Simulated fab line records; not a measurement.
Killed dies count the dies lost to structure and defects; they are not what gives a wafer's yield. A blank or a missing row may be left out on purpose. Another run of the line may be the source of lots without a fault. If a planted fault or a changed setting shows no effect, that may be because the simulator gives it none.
One fault through the eyes of 2 desks :: flow rit_cmos :: each desk holds nothing but its own numbers, with what lay behind them at the end

## FOR THE TOOL OWNER'S DESK: pecvd-01
The tool's own readings at RIT_CONTACT_CVD_00 (deposits SiO2 from TEOS, target thk 400 nm, time 61 s): means of the sampled wafers that have a number, for each lot that ran on this tool. The brackets show how far a lot's mean lies from the usual mean; more than 4 standard deviations puts the lot out of limits, marked OUT.
Columns: A = heater_power_w at RIT_CONTACT_CVD_00, usual 306 W
lot: L835
first seen here: day 4 02:29
A: 258

lot: L838
first seen here: day 4 13:53
A: 272

lot: L841
first seen here: day 5 08:15
A: 286

lot: L847
first seen here: day 6 09:52
A: 290

lot: L850
first seen here: day 7 03:14
A: 279
This desk's verdict: no lot among the 5 shows anything out of limits.

## AT THE METROLOGY DESK
What the gauges read, lot by lot, whatever tool the lot ran on: means of the sampled wafers that have a number. The brackets show how far a lot's mean lies from the usual mean; more than 4 standard deviations puts the lot out of limits, marked OUT.
Columns: A = CONTACT_TEOS_THK at RIT_CONTACT_THK_MEAS_01, usual 400 nm
lot: L834
first seen here: day 3 18:49
A: 405

lot: L835
first seen here: day 4 02:32
A: 407

lot: L836
first seen here: day 4 12:11
A: 401

lot: L838
first seen here: day 4 13:56
A: 399

lot: L839
first seen here: day 4 20:44
A: 407

lot: L840
first seen here: day 5 01:41
A: 401

lot: L841
first seen here: day 5 08:18
A: 404

lot: L843
first seen here: day 5 15:12
A: 399

lot: L847
first seen here: day 6 09:55
A: 383

lot: L850
first seen here: day 7 03:17
A: 381

lot: L851
first seen here: day 7 06:24
A: 396

lot: L852
first seen here: day 7 11:56
A: 396

lot: L854
first seen here: day 7 22:23
A: 394

lot: L855
first seen here: day 8 00:47
A: 399
This desk's verdict: no lot among the 14 shows anything out of limits.

## ALL TOGETHER
Nothing out of limits was seen by the tool owner's desk.
At the metrology desk, nothing out of limits was observed.

## WHAT THE SIMULATOR HAD PUT IN
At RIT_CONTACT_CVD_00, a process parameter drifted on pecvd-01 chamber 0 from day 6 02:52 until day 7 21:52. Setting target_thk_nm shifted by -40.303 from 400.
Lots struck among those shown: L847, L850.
